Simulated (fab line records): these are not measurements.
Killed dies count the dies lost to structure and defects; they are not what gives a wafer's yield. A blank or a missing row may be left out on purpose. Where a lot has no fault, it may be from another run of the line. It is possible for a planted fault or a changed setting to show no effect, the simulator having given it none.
fab line records | flow rit-cmos
[record] lots = 5 | wafers = 15 | last-day = 7
route steps=202 shown REOX@100 NLDD@103 PLDD@114 SPACER@125
lots untouched by any fault: they come from a run of this same line in which no faults occurred
start-h: start of the lot's first displayed wafer, in hours after the record's first day | wait-h: hours since the lot's step before | " as in the row above | L1.1+2: a row that stands for several wafers | - either no value or no given start | * or withheld: withheld | < > ~ a bound
route shown NAME@n: names a module that has steps shown in the file, with the first one's number in the route | usual: mean/standard deviation taken from wafers without a fault | same: alike in all rows | chamber/n: place in a boat | sites: the reading at each site | _std_site: the standard deviation of these | _edge_site: mean of outer sites minus mean of inner sites | radius-mm: for every site, how far away it sits from the centre of the wafer | mask NAME#n: copy n | behind: tool/chamber where the wafer was last shaped | hold: cause of the lot's hold/its duration in hours/its outcome | device: which transistor (n, p or np) failed to switch | end of line: tests run on the same wafers once the route is complete | step lacking rows: just its recipe | killed: dies lost to structure and defects at the first sort, not the wafer's yield | map: a wafer's dies, x killed, . not, _ none there
set.NAME: setting as actually run; set.NAME@STEP: the setting as run at that earlier step | model.NAME: the simulator's own value behind a step, which no gauge read
a table for each step, a row for each wafer; lots at some steps of the route
services: from which hour (start-h, from the record's first day; less than 0 if before it) a tool's chamber was out of use, for how many hours, and why
[[steps]]
[step RIT_REOX_CLEAN_02]
[recipe] chemistry = SC2 | mix = 3:3:50 | time-s = 600 | temp-c = 75 | dry = n2-spin
[step RIT_REOX_OXIDATION_03]
[recipe] temp-c = 900 | ambient = O2 | target-thk-a = 252 | ox-time-s = 5580
[step RIT_REOX_THK_MEAS_04]
[recipe] reads = SiO2_of_REOX_OXIDATION_03
[usual] REOX_OXIDE_THK = 25.1/0.49
lot.wafer | tool          | chamber | start-h | wait-h | REOX_OXIDE_THK[nm]
L801.1    | film-metro-04 | -       | 43.57   | 0.0    | 25.0
L801.3    | "             | -       | "       | "      | 25.2
L801.4    | "             | -       | "       | "      | 24.7
L812.3    | film-metro-03 | -       | 96.25   | 0.0    | 25.6
L812.4    | "             | -       | "       | "      | 25.7
L812.6    | "             | -       | "       | "      | 25.6
L813.2    | film-metro-03 | -       | 100.69  | 0.0    | 25.5
L813.4    | "             | -       | "       | "      | 25.5
L813.6    | "             | -       | "       | "      | 25.2
L814.1    | film-metro-03 | -       | 105.16  | 0.0    | 25.2
L814.2    | "             | -       | "       | "      | 25.4
L814.6    | "             | -       | "       | "      | 25.8
L821.1    | film-metro-04 | -       | 140.69  | 0.0    | 25.8
L821.2    | "             | -       | "       | "      | 25.8
L821.4    | "             | -       | "       | "      | 25.6
[step RIT_NLDD_HMDS_00]
[recipe] prime-time-s = 60 | prime-temp-c = 140
[step RIT_NLDD_COAT_01]
[recipe] resist = NOVOLAK | spin-rpm = 3250 | resist-thk-nm = 1000
[step RIT_NLDD_SOFTBAKE_02]
[recipe] resist = NOVOLAK | temp-c = 90 | time-s = 60
[step RIT_NLDD_EXPOSE_03]
[recipe] mask-id = M7 | na = 0.57 | target-cd-nm = 40700 | dose-mj = 250
[step RIT_NLDD_PEB_04]
[recipe] resist = NOVOLAK | temp-c = withheld | time-s = withheld
[step RIT_NLDD_DEVELOP_05]
[recipe] resist = NOVOLAK | develop-time-s = 50 | dev-temp-c = 23
[step RIT_NLDD_OVL_MEAS_06]
[usual] NLDD_OVL = -0.5/1.3
lot.wafer | tool       | chamber | start-h | wait-h | NLDD_OVL[nm]
L801.1    | overlay-02 | -       | 44.60   | -      | -0.4
L801.3    | "          | -       | "       | "      | -2.9
L801.4    | "          | -       | "       | "      | 0.5
L812.3    | overlay-01 | -       | 97.16   | -      | 1.3
L812.4    | "          | -       | "       | "      | 0.9
L812.6    | "          | -       | "       | "      | 1.4
L813.2    | overlay-02 | -       | 101.82  | -      | -2.6
L813.4    | "          | -       | "       | "      | -0.8
L813.6    | "          | -       | "       | "      | -2.3
L814.1    | overlay-02 | -       | 106.19  | -      | 0.3
L814.2    | "          | -       | "       | "      | 0.7
L814.6    | "          | -       | "       | "      | 1.3
L821.1    | overlay-02 | -       | 141.73  | -      | -1.6
L821.2    | "          | -       | "       | "      | 1.2
L821.4    | "          | -       | "       | "      | -1.1
[step RIT_NLDD_HARDBAKE_07]
[recipe] resist = NOVOLAK | temp-c = 139.2 | time-s = 60
[step RIT_NLDD_IMPLANT_08]
[recipe] species = P | energy-kev = 20 | dose-cm2 = 5e+14 | tilt-deg = 7
[step RIT_NLDD_STRIP_09]
[recipe] chemistry = O2 | time-s = 180 | resist = NOVOLAK | platen-temp-c = withheld | power-w = 500 | pressure-mtorr = 4000 | o2-flow-sccm = 4000
[usual] drypump-motor-current-A = 5.8/0.31 | run-length-s = 208.5/0.55
lot.wafer | tool            | chamber | start-h | wait-h | drypump-motor-current-A | rf-hours-counter-h | run-length-s | model.NOVOLAK_of_NLDD_COAT_01.thk-nm
L801.1    | plasma-asher-03 | 0       | 44.98   | 0.1    | 6.1                     | 40                 | 209.0        | 0
L801.3    | "               | 1       | "       | "      | 6.1                     | -                  | 208.6        | 0
L801.4    | "               | 0       | "       | "      | 6.1                     | -                  | 209.6        | 0
L812.3    | plasma-asher-02 | 0       | 97.54   | 0.1    | 6.0                     | -                  | 208.4        | 0
L812.4    | "               | 1       | "       | "      | 5.3                     | -                  | 207.5        | 0
L812.6    | "               | 1       | "       | "      | 5.3                     | -                  | 207.5        | 0
L813.2    | plasma-asher-02 | 0       | 102.15  | 0.1    | 6.0                     | 30                 | 72.0         | 153.3
L813.4    | "               | 1       | "       | "      | 5.3                     | -                  | 72.3         | 152.5
L813.6    | "               | 0       | "       | "      | 6.1                     | -                  | 72.8         | 155.1
L814.1    | plasma-asher-03 | 0       | 106.53  | 0.1    | 6.1                     | 47                 | 209.4        | 0
L814.2    | "               | 1       | "       | "      | 6.0                     | 47                 | 208.7        | 0
L814.6    | "               | 1       | "       | "      | 6.0                     | -                  | 208.8        | 0
L821.1    | plasma-asher-03 | 0       | 142.06  | 0.1    | 6.1                     | 51                 | 209.0        | 0
L821.2    | "               | 1       | "       | "      | 5.9                     | 51                 | 208.4        | 0
L821.4    | "               | 0       | "       | "      | 6.1                     | -                  | 208.9        | 0
[step RIT_NLDD_TW_MEAS_10]
[usual] NLDD_TW = 2508/13
lot.wafer | tool          | chamber | start-h | wait-h | NLDD_TW
L801.1    | film-metro-01 | -       | 45.16   | 0.1    | 2510
L801.3    | "             | -       | "       | "      | 2512
L801.4    | "             | -       | "       | "      | 2491
L812.3    | film-metro-02 | -       | 97.67   | 0.1    | 2511
L812.4    | "             | -       | "       | "      | 2510
L812.6    | "             | -       | "       | "      | 2506
L813.2    | film-metro-01 | -       | 102.34  | 0.1    | 2530
L813.4    | "             | -       | "       | "      | 2529
L813.6    | "             | -       | "       | "      | 2515
L814.1    | film-metro-02 | -       | 106.70  | 0.1    | 2523
L814.2    | "             | -       | "       | "      | 2504
L814.6    | "             | -       | "       | "      | 2505
L821.1    | film-metro-03 | -       | 142.24  | 0.1    | 2493
L821.2    | "             | -       | "       | "      | 2479
L821.4    | "             | -       | "       | "      | 2499
[step RIT_PLDD_HMDS_00]
[recipe] prime-time-s = 60 | prime-temp-c = 140
[step RIT_PLDD_COAT_01]
[recipe] resist = NOVOLAK | spin-rpm = 3250 | resist-thk-nm = 1000
[step RIT_PLDD_SOFTBAKE_02]
[recipe] resist = NOVOLAK | temp-c = 90 | time-s = 60
[step RIT_PLDD_EXPOSE_03]
[recipe] mask-id = M8 | na = 0.57 | target-cd-nm = 40900 | dose-mj = 250
[step RIT_PLDD_PEB_04]
[recipe] resist = NOVOLAK | temp-c = withheld | time-s = withheld
[step RIT_PLDD_DEVELOP_05]
[recipe] resist = NOVOLAK | develop-time-s = 50 | dev-temp-c = 23
[step RIT_PLDD_OVL_MEAS_06]
[usual] PLDD_OVL = 0.2/1.3
lot.wafer | tool       | chamber | start-h | wait-h | PLDD_OVL[nm]
L801.1    | overlay-01 | -       | 46.19   | -      | 2.5
L801.3    | "          | -       | "       | "      | 2.7
L801.4    | "          | -       | "       | "      | 2.8
L812.3    | overlay-01 | -       | 98.58   | -      | 0.6
L812.4    | "          | -       | "       | "      | 2.1
L812.6    | "          | -       | "       | "      | 1.1
L813.2    | overlay-02 | -       | 103.53  | -      | -0.9
L813.4    | "          | -       | "       | "      | 0.0
L813.6    | "          | -       | "       | "      | 0.2
L814.1    | overlay-01 | -       | 107.65  | -      | 1.4
L814.2    | "          | -       | "       | "      | -0.4
L814.6    | "          | -       | "       | "      | 0.4
L821.1    | overlay-02 | -       | 143.15  | -      | -1.0
L821.2    | "          | -       | "       | "      | -1.5
L821.4    | "          | -       | "       | "      | -2.4
[step RIT_PLDD_HARDBAKE_07]
[recipe] resist = NOVOLAK | temp-c = 140 | time-s = 60
[step RIT_PLDD_IMPLANT_08]
[recipe] species = BF2 | energy-kev = 20 | dose-cm2 = 9e+14 | tilt-deg = 7.148
[step RIT_PLDD_STRIP_09]
[recipe] chemistry = O2 | time-s = 180 | resist = NOVOLAK | platen-temp-c = withheld | power-w = 500 | pressure-mtorr = 4000 | o2-flow-sccm = 4000
[usual] drypump-motor-current-A = 5.8/0.33 | run-length-s = 208.3/0.55
lot.wafer | tool            | chamber | start-h | wait-h | drypump-motor-current-A | rf-hours-counter-h | run-length-s
L801.1    | plasma-asher-02 | 1       | 46.53   | 0.1    | 5.3                     | 24                 | 207.7
L801.3    | "               | 1       | "       | "      | 5.3                     | -                  | 207.7
L801.4    | "               | 0       | "       | "      | 6.0                     | -                  | 208.7
L812.3    | plasma-asher-03 | 1       | 98.96   | 0.1    | 6.0                     | -                  | 208.9
L812.4    | "               | 0       | "       | "      | 6.1                     | -                  | 208.9
L812.6    | "               | 1       | "       | "      | 6.0                     | -                  | 208.6
L813.2    | plasma-asher-01 | 1       | 103.86  | 0.1    | 6.1                     | 43                 | 208.0
L813.4    | "               | 0       | "       | "      | 5.4                     | -                  | 208.3
L813.6    | "               | 1       | "       | "      | 6.1                     | -                  | 207.9
L814.1    | plasma-asher-02 | 1       | 107.99  | 0.1    | 5.3                     | 31                 | 207.4
L814.2    | "               | 0       | "       | "      | 6.0                     | 31                 | 209.1
L814.6    | "               | 1       | "       | "      | 5.3                     | -                  | 208.0
L821.1    | plasma-asher-03 | 0       | 143.49  | 0.1    | 6.1                     | 51                 | 208.8
L821.2    | "               | 1       | "       | "      | 6.0                     | 51                 | 209.3
L821.4    | "               | 1       | "       | "      | 6.0                     | -                  | 208.4
[step RIT_PLDD_TW_MEAS_10]
[usual] PLDD_TW = 2365/11
lot.wafer | tool          | chamber | start-h | wait-h | PLDD_TW
L801.1    | film-metro-02 | -       | 46.70   | 0.1    | 2369
L801.3    | "             | -       | "       | "      | 2366
L801.4    | "             | -       | "       | "      | 2352
L812.3    | film-metro-02 | -       | 99.10   | 0.1    | 2367
L812.4    | "             | -       | "       | "      | 2383
L812.6    | "             | -       | "       | "      | 2368
L813.2    | film-metro-03 | -       | 104.05  | 0.1    | 30
L813.4    | "             | -       | "       | "      | 30
L813.6    | "             | -       | "       | "      | 30
L814.1    | film-metro-02 | -       | 108.16  | 0.1    | 2386
L814.2    | "             | -       | "       | "      | 2365
L814.6    | "             | -       | "       | "      | 2366
L821.1    | film-metro-03 | -       | 143.66  | 0.1    | 2349
L821.2    | "             | -       | "       | "      | 2354
L821.4    | "             | -       | "       | "      | 2357
[step RIT_SPACER_CLEAN_00]
[recipe] chemistry = SC1 | mix = 3:3:50 | time-s = 600 | temp-c = 75
[[services]]
tool            | chamber | start-h | hours | kind
plasma-asher-02 | -       | 33.23   | 0.7   | repair
plasma-asher-01 | -       | 74.94   | 15.6  | pm
plasma-asher-01 | -       | 106.05  | 2.8   | repair
plasma-asher-02 | -       | 116.39  | 3.3   | repair
[[key]]
[first-sign] step = RIT_NLDD_STRIP_09 | reading = run-length-s | direction = down | sigmas = 99+ | usual = * | struck = *
[effect] step = RIT_PLDD_TW_MEAS_10 | reading = PLDD_TW | direction = down | sigmas = 99+ | usual = 2365 | struck = 30
[model-effect] step = RIT_NLDD_STRIP_09 | value = NOVOLAK_of_NLDD_COAT_01.thk-nm | without = 0 | struck = 153.6
met-at RIT_NLDD_STRIP_09
struck-wafers L813.2,L813.4,L813.6
sort-left-out L813.2,L813.4,L813.6
tester-left-out L813
onset-between 97.54 102.15
[fault] kind = strip-aborted | tool = plasma-asher-02 | chamber = - | onset-h = 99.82 | steps = RIT_NLDD_STRIP_09 | offset = 0.6 | end-h = 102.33
// tester-left-out: of these lots the tester's yield and bins aren't shown, on N5 and GAA mostly nor the transistor test; their killed dies are dies lost to structure and defects alone, not to doping, threshold or leakage, so they don't give the yield
// sort-left-out: the simulated sort isn't trusted on such a fault, so these wafers' sort isn't shown, and their yield isn't known
